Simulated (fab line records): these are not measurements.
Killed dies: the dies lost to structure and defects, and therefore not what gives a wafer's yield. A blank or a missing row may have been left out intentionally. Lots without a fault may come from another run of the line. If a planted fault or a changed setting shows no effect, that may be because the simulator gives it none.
fab line records ; flow berkeley-cmos170
[record] lots = 14; wafers = 42; last-day = 11
route steps=331 shown ZERO@12 PWELL@48 ACTIVE@65
lots that met no fault: taken from a fault-free run of the same line
start-h: hours from the record's first day to the start of the lot's first wafer shown ; wait-h: hours since the lot's step before ; " unchanged from the row above ; L1.1+2: a row that stands for several wafers ; - no value present, or no start provided ; * or withheld: withheld ; < > ~ a bound
route shown NAME@n: NAME is a module with steps in the file, n the number in the route of the first one ; usual: the fault-free wafers' mean and standard deviation ; same: alike in all rows ; chamber/n: place in a boat ; sites: the reading at each site ; _std_site: their standard deviation ; _edge_site: inner sites' mean taken away from outer sites' mean ; radius-mm: how far each site lies from the wafer's centre ; mask NAME#n: copy n ; behind: the tool/chamber that last shaped the wafer ; hold: why the lot was held/for how many hours/how that ended ; device: the n, p or np transistor that did not switch ; end of line: tests run on the same wafers once the route is complete ; step lacking rows: just its recipe ; killed: at the first sort, the dies lost to defects and structure; wafer yield is something else ; map: a wafer's dies, x killed, . not, _ none there
set.NAME: the setting that was run; set.NAME@STEP: the one run at that earlier step ; model.NAME: the simulator's own value behind a step, which no gauge read
steps of the route over a sample of lots; a table a step, a row a wafer
services: a tool's chamber out of use, with start hour (start-h, from the record's first day; less than 0 if before it), hours out, and reason
[[steps]]
[step UCB170_ZERO_ETCH_06]
[recipe] chemistry = CHF3/CF4/Ar; target = SiO2; time-s = 12; pressure-mtorr = 100; rf-w = 500; CHF3_flow_sccm = 50; cf4-flow-sccm = 10; Ar_flow_sccm = 120; over-etch-frac = 1.58
[usual] drypump-motor-current-A = 5.8/0.47; oes-product-au = 0.620/0.0093; throttle-valve-pct = 9.17/0.14
[same] over-etch-frac = 1.58
lot.wafer;tool;chamber;start-h;wait-h;drypump-motor-current-A;oes-product-au;rf-hours-counter-h;throttle-valve-pct
L104.1;rie-diel-03;0;23.90;-;6.6;0.628;2;9.00
L104.3;rie-diel-03;2;23.90;-;5.4;0.634;153;9.12
L104.6;rie-diel-03;3;23.90;-;5.8;0.615;-;8.95
L103.2;rie-diel-04;3;24.14;-;6.0;0.620;20;9.22
L103.5;rie-diel-04;2;24.14;-;5.5;0.631;-;9.07
L103.6;rie-diel-04;3;24.14;-;6.1;0.625;-;9.20
L105.2;rie-diel-02;1;31.30;-;5.7;0.619;91;9.37
L105.5;rie-diel-02;1;31.30;-;5.7;0.609;-;9.38
L105.6;rie-diel-02;2;31.30;-;6.0;0.617;-;9.19
L107.1;rie-diel-03;1;39.40;-;5.6;0.631;112;9.14
L107.2;rie-diel-03;3;39.40;-;5.7;0.598;34;8.96
L107.3;rie-diel-03;0;39.40;-;6.6;0.626;3;9.01
L109.4;rie-diel-03;1;52.14;-;5.6;0.627;112;9.13
L109.5;rie-diel-03;3;52.14;-;5.8;0.610;-;8.95
L109.6;rie-diel-03;0;52.14;-;6.7;0.625;-;9.02
L111.2;rie-diel-04;3;61.07;-;6.1;0.628;22;9.23
L111.3;rie-diel-04;0;61.07;-;5.4;0.613;1;9.42
L111.4;rie-diel-04;0;61.07;-;5.4;0.603;-;9.38
L113.2;rie-diel-02;2;73.52;-;6.0;0.620;133;9.17
L113.3;rie-diel-02;1;73.52;-;5.7;0.612;91;9.38
L113.4;rie-diel-02;0;73.52;-;5.1;0.623;0;9.34
L114.1;rie-diel-04;0;75.38;-;5.4;0.611;2;9.40
L114.3;rie-diel-04;2;75.38;-;5.5;0.639;105;9.09
L114.6;rie-diel-04;2;75.38;-;5.5;0.629;-;9.09
L119.1;rie-diel-03;0;98.27;-;6.6;0.622;6;9.00
L119.2;rie-diel-03;1;98.27;-;5.6;0.633;114;9.11
L119.5;rie-diel-03;3;98.27;-;5.8;0.603;-;8.96
L120.3;rie-diel-03;0;104.37;-;6.7;0.624;6;9.01
L120.4;rie-diel-03;2;104.37;-;5.4;0.628;-;9.11
L120.6;rie-diel-03;0;104.37;-;6.7;0.633;-;8.99
L122.4;rie-diel-03;0;114.47;-;6.7;0.631;7;9.01
L122.5;rie-diel-03;2;114.47;-;5.4;0.637;-;9.12
L122.6;rie-diel-03;3;114.47;-;5.8;0.609;-;8.95
L123.4;rie-diel-02;2;118.50;-;6.0;0.612;134;9.14
L123.5;rie-diel-02;3;118.50;-;5.5;0.610;-;9.28
L123.6;rie-diel-02;0;118.50;-;5.1;0.621;-;9.32
L124.2;rie-diel-03;1;126.66;-;5.6;0.633;116;9.12
L124.4;rie-diel-03;3;126.66;-;5.8;0.610;38;8.96
L124.5;rie-diel-03;3;126.66;-;5.8;0.607;-;8.96
L125.3;rie-diel-02;3;127.87;-;5.5;0.609;10;9.27
L125.5;rie-diel-02;0;127.87;-;5.1;0.626;-;9.32
L125.6;rie-diel-02;1;127.87;-;5.7;0.610;-;9.38
[step UCB170_PWELL_ETCH_14]
[recipe] chemistry = CH3F/Ar/O2; target = Si3N4; stop-on = SiO2; CH3F_flow_sccm = 20; Ar_flow_sccm = 50; O2_flow_sccm = 7; pressure-mtorr = 50; rf-w = 450; target-depth-a = 2420; over-etch-frac = 0.1; time-s = 151
[usual] drypump-motor-current-A = 5.8/0.45; oes-product-au = 0.950/0.015; throttle-valve-pct = 7.95/0.1
[same] over-etch-frac = 0.1
lot.wafer;tool;chamber;start-h;wait-h;drypump-motor-current-A;oes-product-au;rf-hours-counter-h;throttle-valve-pct
L103.2;rie-diel-03;0;57.46;0.0;6.6;0.961;4;7.85
L103.5;rie-diel-03;2;57.46;0.0;5.4;0.963;-;7.95
L103.6;rie-diel-03;3;57.46;0.0;5.8;0.935;-;7.78
L104.1;rie-diel-01;0;57.74;0.0;5.8;0.956;72;7.97
L104.3;rie-diel-01;1;57.74;0.0;5.8;0.951;132;8.07
L104.6;rie-diel-01;0;57.74;0.0;5.8;0.960;-;7.97
L105.2;rie-diel-03;1;61.01;0.0;5.6;0.973;113;7.96
L105.5;rie-diel-03;2;61.01;0.0;5.4;0.962;-;7.93
L105.6;rie-diel-03;3;61.01;0.0;5.8;0.937;-;7.80
L107.1;rie-diel-03;0;67.83;0.0;6.7;0.972;4;7.84
L107.2;rie-diel-03;1;67.83;0.0;5.6;0.973;113;7.94
L107.3;rie-diel-03;2;67.83;0.0;5.4;0.970;155;7.94
L109.4;rie-diel-04;2;86.05;0.0;5.5;0.961;105;7.94
L109.5;rie-diel-04;2;86.05;0.0;5.5;0.961;-;7.92
L109.6;rie-diel-04;3;86.05;0.0;6.1;0.942;-;8.03
L111.2;rie-diel-04;3;93.61;0.0;6.1;0.953;24;8.05
L111.3;rie-diel-04;2;93.61;0.0;5.5;0.969;106;7.93
L111.4;rie-diel-04;0;93.61;0.0;5.3;0.925;3;8.21
L114.1;rie-diel-04;2;106.12;0.0;5.5;0.972;106;7.93
L114.3;rie-diel-04;3;106.12;0.0;6.2;0.959;25;8.05
L114.6;rie-diel-04;2;106.12;0.0;5.5;0.968;-;7.94
L113.2;rie-diel-03;3;106.15;0.0;5.8;0.937;37;7.79
L113.3;rie-diel-03;0;106.15;0.0;6.7;0.974;6;7.84
L113.4;rie-diel-03;3;106.15;0.0;5.8;0.943;-;7.80
L120.3;rie-diel-01;2;129.73;0.0;5.1;0.951;18;7.98
L120.4;rie-diel-01;3;129.73;0.0;5.5;0.932;76;7.95
L120.6;rie-diel-01;0;129.73;0.0;5.8;0.954;-;7.96
L119.1;rie-diel-03;1;129.74;0.0;5.6;0.954;116;7.95
L119.2;rie-diel-03;3;129.74;0.0;5.8;0.921;39;7.80
L119.5;rie-diel-03;1;129.74;0.0;5.6;0.962;-;7.93
L122.4;rie-diel-01;2;152.41;0.0;5.2;0.939;18;7.98
L122.5;rie-diel-01;1;152.41;0.0;5.8;0.935;-;8.08
L122.6;rie-diel-01;2;152.41;0.0;5.1;0.937;-;7.99
L123.4;rie-diel-03;1;152.74;0.1;5.6;0.972;-;7.94
L123.5;rie-diel-03;3;152.74;0.1;5.7;0.939;-;7.80
L123.6;rie-diel-03;0;152.74;0.1;6.6;0.948;-;7.84
L125.3;rie-diel-01;2;153.82;0.0;5.1;0.953;19;7.98
L125.5;rie-diel-01;2;153.82;0.0;5.2;0.956;-;7.99
L125.6;rie-diel-01;1;153.82;0.0;5.8;0.944;-;8.07
L124.2;rie-diel-03;0;154.06;0.0;6.7;0.956;9;7.84
L124.4;rie-diel-03;3;154.06;0.0;5.7;0.932;-;7.81
L124.5;rie-diel-03;1;154.06;0.0;5.6;0.965;-;7.95
[step UCB170_ACTIVE_CVD_05]
[recipe] material = Si3N4; target-thk-nm = 220; temp-c = 800; precursor = SiH2Cl2/NH3; time-s = 3300; pressure-mtorr = 200; sih2cl2-flow-sccm = 25; nh3-flow-sccm = 75
[usual] nh3-flow-sccm = 74.97/0.23
lot.wafer;tool;chamber;start-h;wait-h;nh3-flow-sccm
L103.2;lpcvd-01;0;84.26;0.0;75.06
L103.5;lpcvd-01;0;84.26;0.0;75.20
L103.6;lpcvd-01;0;84.26;0.0;75.15
L104.1;lpcvd-01;1;84.26;0.0;74.79
L104.3;lpcvd-01;1;84.26;0.0;74.96
L104.6;lpcvd-01;1;84.26;0.0;74.66
L105.2;lpcvd-02;1;91.92;0.9;74.96
L105.5;lpcvd-02;1;91.92;0.9;75.10
L105.6;lpcvd-02;1;91.92;0.9;74.83
L107.1;lpcvd-02;0;91.92;0.9;74.39
L107.2;lpcvd-02;0;91.92;0.9;74.58
L107.3;lpcvd-02;0;91.92;0.9;74.86
L109.4;lpcvd-01;0;109.97;1.4;74.35
L109.5;lpcvd-01;0;109.97;1.4;75.25
L109.6;lpcvd-01;0;109.97;1.4;74.86
L111.2;lpcvd-02;1;120.19;1.6;75.02
L111.3;lpcvd-02;1;120.19;1.6;74.72
L111.4;lpcvd-02;1;120.19;1.6;74.82
L113.2;lpcvd-01;1;132.61;0.0;75.01
L113.3;lpcvd-01;1;132.61;0.0;75.32
L113.4;lpcvd-01;1;132.61;0.0;75.16
L114.1;lpcvd-01;1;132.61;0.0;74.93
L114.3;lpcvd-01;1;132.61;0.0;74.63
L114.6;lpcvd-01;1;132.61;0.0;74.70
L119.1;lpcvd-02;0;155.62;0.0;74.97
L119.2;lpcvd-02;0;155.62;0.0;75.04
L119.5;lpcvd-02;0;155.62;0.0;74.94
L120.3;lpcvd-02;0;155.62;0.0;75.12
L120.4;lpcvd-02;0;155.62;0.0;75.11
L120.6;lpcvd-02;0;155.62;0.0;74.89
L122.4;lpcvd-02;0;175.34;0.0;74.97
L122.5;lpcvd-02;0;175.34;0.0;75.04
L122.6;lpcvd-02;0;175.34;0.0;75.02
L123.4;lpcvd-02;0;175.34;0.0;74.72
L123.5;lpcvd-02;0;175.34;0.0;74.85
L123.6;lpcvd-02;0;175.34;0.0;74.56
L124.2;lpcvd-02;1;180.69;0.0;75.43
L124.4;lpcvd-02;1;180.69;0.0;75.35
L124.5;lpcvd-02;1;180.69;0.0;75.10
L125.3;lpcvd-02;0;180.69;0.0;75.09
L125.5;lpcvd-02;0;180.69;0.0;74.99
L125.6;lpcvd-02;0;180.69;0.0;74.67
[step UCB170_ACTIVE_THK_MEAS_06]
[recipe] reads = Si3N4_of_ACTIVE_CVD_05
[usual] ACTIVE_NITRIDE_THK = 220.1/2.4
lot.wafer;tool;chamber;start-h;wait-h;ACTIVE_NITRIDE_THK[nm]
L104.1;film-metro-02;-;86.18;0.0;222.7
L104.3;film-metro-02;-;86.18;0.0;222.5
L104.6;film-metro-02;-;86.18;0.0;223.4
L103.2;film-metro-01;-;86.19;0.0;224.7
L103.5;film-metro-01;-;86.19;0.0;223.7
L103.6;film-metro-01;-;86.19;0.0;223.5
L107.1;film-metro-04;-;93.84;0.0;221.5
L107.2;film-metro-04;-;93.84;0.0;220.1
L107.3;film-metro-04;-;93.84;0.0;219.5
L105.2;film-metro-02;-;93.85;0.0;221.5
L105.5;film-metro-02;-;93.85;0.0;223.3
L105.6;film-metro-02;-;93.85;0.0;222.4
L109.4;film-metro-02;-;111.91;0.0;222.6
L109.5;film-metro-02;-;111.91;0.0;220.2
L109.6;film-metro-02;-;111.91;0.0;221.8
L111.2;film-metro-02;-;122.12;0.0;220.8
L111.3;film-metro-02;-;122.12;0.0;219.4
L111.4;film-metro-02;-;122.12;0.0;220.6
L114.1;film-metro-04;-;134.53;0.0;275.4
L114.3;film-metro-04;-;134.53;0.0;275.6
L114.6;film-metro-04;-;134.53;0.0;275.1
L113.2;film-metro-01;-;134.54;0.0;273.9
L113.3;film-metro-01;-;134.54;0.0;273.6
L113.4;film-metro-01;-;134.54;0.0;273.7
L119.1;film-metro-02;-;157.54;0.0;216.7
L119.2;film-metro-02;-;157.54;0.0;221.7
L119.5;film-metro-02;-;157.54;0.0;218.7
L120.3;film-metro-04;-;157.56;0.0;218.5
L120.4;film-metro-04;-;157.56;0.0;220.7
L120.6;film-metro-04;-;157.56;0.0;220.3
L122.4;film-metro-02;-;177.28;0.0;215.8
L122.5;film-metro-02;-;177.28;0.0;216.3
L122.6;film-metro-02;-;177.28;0.0;214.9
L123.4;film-metro-01;-;177.28;0.0;221.2
L123.5;film-metro-01;-;177.28;0.0;217.8
L123.6;film-metro-01;-;177.28;0.0;217.4
L124.2;film-metro-02;-;182.61;0.0;216.6
L124.4;film-metro-02;-;182.61;0.0;215.8
L124.5;film-metro-02;-;182.61;0.0;218.1
L125.3;film-metro-01;-;182.62;0.0;216.6
L125.5;film-metro-01;-;182.62;0.0;217.4
L125.6;film-metro-01;-;182.62;0.0;217.5
[step UCB170_ACTIVE_OVL_MEAS_14]
[usual] ACTIVE_OVL = 3/5
lot.wafer;tool;chamber;start-h;wait-h;ACTIVE_OVL[nm]
L104.1;overlay-02;-;87.45;0.1;-4
L104.3;overlay-02;-;87.45;0.1;-5
L104.6;overlay-02;-;87.45;0.1;-3
L103.2;overlay-01;-;87.59;0.1;6
L103.5;overlay-01;-;87.59;0.1;3
L103.6;overlay-01;-;87.59;0.1;5
L105.2;overlay-02;-;95.02;0.1;2
L105.5;overlay-02;-;95.02;0.1;0
L105.6;overlay-02;-;95.02;0.1;2
L107.1;overlay-02;-;95.34;0.1;9
L107.2;overlay-02;-;95.34;0.1;0
L107.3;overlay-02;-;95.34;0.1;7
L109.4;overlay-01;-;113.28;0.1;-1
L109.5;overlay-01;-;113.28;0.1;-1
L109.6;overlay-01;-;113.28;0.1;-6
L111.2;overlay-01;-;123.54;0.1;0
L111.3;overlay-01;-;123.54;0.1;4
L111.4;overlay-01;-;123.54;0.1;4
L114.1;overlay-02;-;135.55;0.1;0
L114.3;overlay-02;-;135.55;0.1;5
L114.6;overlay-02;-;135.55;0.1;-1
L113.2;overlay-01;-;135.80;0.1;4
L113.3;overlay-01;-;135.80;0.1;0
L113.4;overlay-01;-;135.80;0.1;7
L120.3;overlay-02;-;159.52;0.1;1
L120.4;overlay-02;-;159.52;0.1;6
L120.6;overlay-02;-;159.52;0.1;9
L119.1;overlay-01;-;159.96;0.1;-4
L119.2;overlay-01;-;159.96;0.1;9
L119.5;overlay-01;-;159.96;0.1;-4
L122.4;overlay-02;-;178.29;0.1;3
L122.5;overlay-02;-;178.29;0.1;12
L122.6;overlay-02;-;178.29;0.1;8
L123.4;overlay-01;-;178.57;0.1;8
L123.5;overlay-01;-;178.57;0.1;3
L123.6;overlay-01;-;178.57;0.1;7
L125.3;overlay-01;-;184.10;0.1;-3
L125.5;overlay-01;-;184.10;0.1;-4
L125.6;overlay-01;-;184.10;0.1;4
L124.2;overlay-02;-;184.37;0.1;-9
L124.4;overlay-02;-;184.37;0.1;-1
L124.5;overlay-02;-;184.37;0.1;1
[step UCB170_ACTIVE_ETCH_15]
[recipe] chemistry = CH3F/Ar/O2; target = Si3N4; stop-on = SiO2; CH3F_flow_sccm = 20; Ar_flow_sccm = 50; O2_flow_sccm = 7; pressure-mtorr = 50; rf-w = 450; target-depth-a = 2420; over-etch-frac = 0.1; time-s = 151
[usual] drypump-motor-current-A = 5.7/0.42; oes-product-au = 0.943/0.013; throttle-valve-pct = 7.98/0.11
[same] over-etch-frac = 0.1
lot.wafer;tool;chamber;start-h;wait-h;drypump-motor-current-A;oes-product-au;rf-hours-counter-h;throttle-valve-pct
L104.1;rie-diel-02;0;87.49;0.0;5.1;0.955;1;8.14
L104.3;rie-diel-02;3;87.49;0.0;5.5;0.941;9;8.10
L104.6;rie-diel-02;0;87.49;0.0;5.1;0.957;-;8.13
L103.2;rie-diel-03;0;87.62;0.0;6.7;0.970;5;7.84
L103.5;rie-diel-03;0;87.62;0.0;6.7;0.959;-;7.85
L103.6;rie-diel-03;3;87.62;0.0;5.8;0.934;-;7.80
L105.2;rie-diel-03;1;95.05;0.0;5.6;0.960;114;7.95
L105.5;rie-diel-03;3;95.05;0.0;5.8;0.934;-;7.80
L105.6;rie-diel-03;2;95.05;0.0;5.4;0.954;-;7.94
L107.1;rie-diel-02;1;95.38;0.0;5.7;0.944;92;8.17
L107.2;rie-diel-02;0;95.38;0.0;5.1;0.951;1;8.13
L107.3;rie-diel-02;3;95.38;0.0;5.5;0.938;9;8.10
L109.4;rie-diel-01;3;113.29;0.0;5.5;0.942;75;7.95
L109.5;rie-diel-01;0;113.29;0.0;5.8;0.942;-;7.94
L109.6;rie-diel-01;1;113.29;0.0;5.9;0.947;-;8.07
L111.2;rie-diel-01;0;123.57;0.0;5.8;0.953;75;7.95
L111.3;rie-diel-01;3;123.57;0.0;5.5;0.930;75;7.96
L111.4;rie-diel-01;2;123.57;0.0;5.1;0.940;17;7.98
L114.1;rie-diel-01;3;135.59;0.0;5.5;0.972;76;7.95
L114.3;rie-diel-01;0;135.59;0.0;5.8;1.014;76;7.98
L114.6;rie-diel-01;0;135.59;0.0;5.8;1.000;-;7.97
L113.2;rie-diel-02;0;135.83;0.0;5.1;1.000;3;8.13
L113.3;rie-diel-02;2;135.83;0.0;6.0;1.006;135;8.01
L113.4;rie-diel-02;1;135.83;0.0;5.7;0.986;93;8.18
L120.3;rie-diel-02;2;159.54;0.0;6.1;0.943;136;7.97
L120.4;rie-diel-02;3;159.54;0.0;5.5;0.930;11;8.08
L120.6;rie-diel-02;0;159.54;0.0;5.1;0.949;-;8.13
L119.1;rie-diel-03;0;159.99;0.0;6.7;0.947;9;7.84
L119.2;rie-diel-03;3;159.99;0.0;5.8;0.935;40;7.82
L119.5;rie-diel-03;3;159.99;0.0;5.8;0.917;-;7.80
L122.4;rie-diel-03;0;178.31;0.0;6.6;0.949;10;7.84
L122.5;rie-diel-03;0;178.31;0.0;6.7;0.946;-;7.83
L122.6;rie-diel-03;1;178.31;0.0;5.6;0.944;-;7.97
L123.4;rie-diel-01;2;178.64;0.1;5.1;0.950;-;7.98
L123.5;rie-diel-01;3;178.64;0.1;5.5;0.913;-;7.94
L123.6;rie-diel-01;0;178.64;0.1;5.8;0.941;-;7.98
L125.3;rie-diel-01;3;184.12;0.0;5.5;0.914;79;7.95
L125.5;rie-diel-01;0;184.12;0.0;5.8;0.936;-;7.97
L125.6;rie-diel-01;2;184.12;0.0;5.1;0.940;-;8.01
L124.2;rie-diel-02;2;184.40;0.0;6.0;0.935;137;7.97
L124.4;rie-diel-02;3;184.40;0.0;5.5;0.922;12;8.10
L124.5;rie-diel-02;1;184.40;0.0;5.7;0.926;-;8.18
[[services]]
tool;chamber;start-h;hours;kind
rie-diel-03;2;5.39;4.2;repair
rie-diel-04;2;13.89;3.0;repair
rie-diel-03;-;31.42;2.4;repair
rie-diel-02;-;42.96;28.1;pm
rie-diel-03;-;43.60;0.3;repair
rie-diel-04;1;60.40;15.7;repair
rie-diel-01;2;63.02;1.9;repair
rie-diel-03;-;80.88;4.3;pm
lpcvd-02;-;100.16;1.1;repair
rie-diel-01;-;102.55;0.5;repair
rie-diel-04;0;102.96;13.3;repair
rie-diel-03;1;103.66;3.3;repair
rie-diel-01;-;115.36;2.8;pm
rie-diel-04;-;121.80;10.3;repair
lpcvd-02;-;124.39;2.8;pm
rie-diel-03;2;139.65;-;clean
rie-diel-03;2;139.65;23.4;scheduled-down
rie-diel-03;2;139.65;23.4;vent-cycle
lpcvd-01;-;144.59;4.3;pm
rie-diel-01;1;165.89;28.0;repair
rie-diel-02;3;168.64;5.0;repair
lpcvd-01;-;169.39;0.9;repair
rie-diel-01;2;170.03;6.0;repair
rie-diel-03;2;175.28;2.8;repair
[[key]]
[first-sign] step = UCB170_ACTIVE_THK_MEAS_06; reading = ACTIVE_NITRIDE_THK; direction = up; sigmas = 22; usual = 220.1; struck = 274.5
[effect] step = UCB170_ACTIVE_ETCH_15; reading = oes-product-au; direction = up; sigmas = 4; usual = 0.943; struck = 0.996
met-at UCB170_ACTIVE_CVD_05
struck-lots L113,L114
later-rows-left-out L113.2,L113.3,L113.4,L114.1,L114.3,L114.6
sort-left-out L113.2,L113.3,L113.4,L114.1,L114.3,L114.6
tester-left-out L113,L114
not-acting-at UCB170_ZERO_ETCH_06,UCB170_PWELL_ETCH_14,UCB170_ACTIVE_OVL_MEAS_14
onset-between 109.97 132.61
[fault] kind = process-parameter-drift; tool = lpcvd-01; chamber = -; onset-h = 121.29; steps = UCB170_ACTIVE_CVD_05; channel = target-thk-nm; offset = 55; shape = step; end-h = 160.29; acts-in = these-recipes-only; stated = 220
// tester-left-out: of these lots the tester's yield and bins aren't shown, on N5 and GAA mostly nor the transistor test; their killed dies are dies lost to structure and defects alone, not to doping, threshold or leakage, so they don't give the yield
// sort-left-out: the simulated sort isn't trusted on such a fault, so these wafers' sort isn't shown, and their yield isn't known
// later-rows-left-out: the simulator's readings of these wafers behind a module that went badly wrong aren't trusted and aren't shown, but for the sort
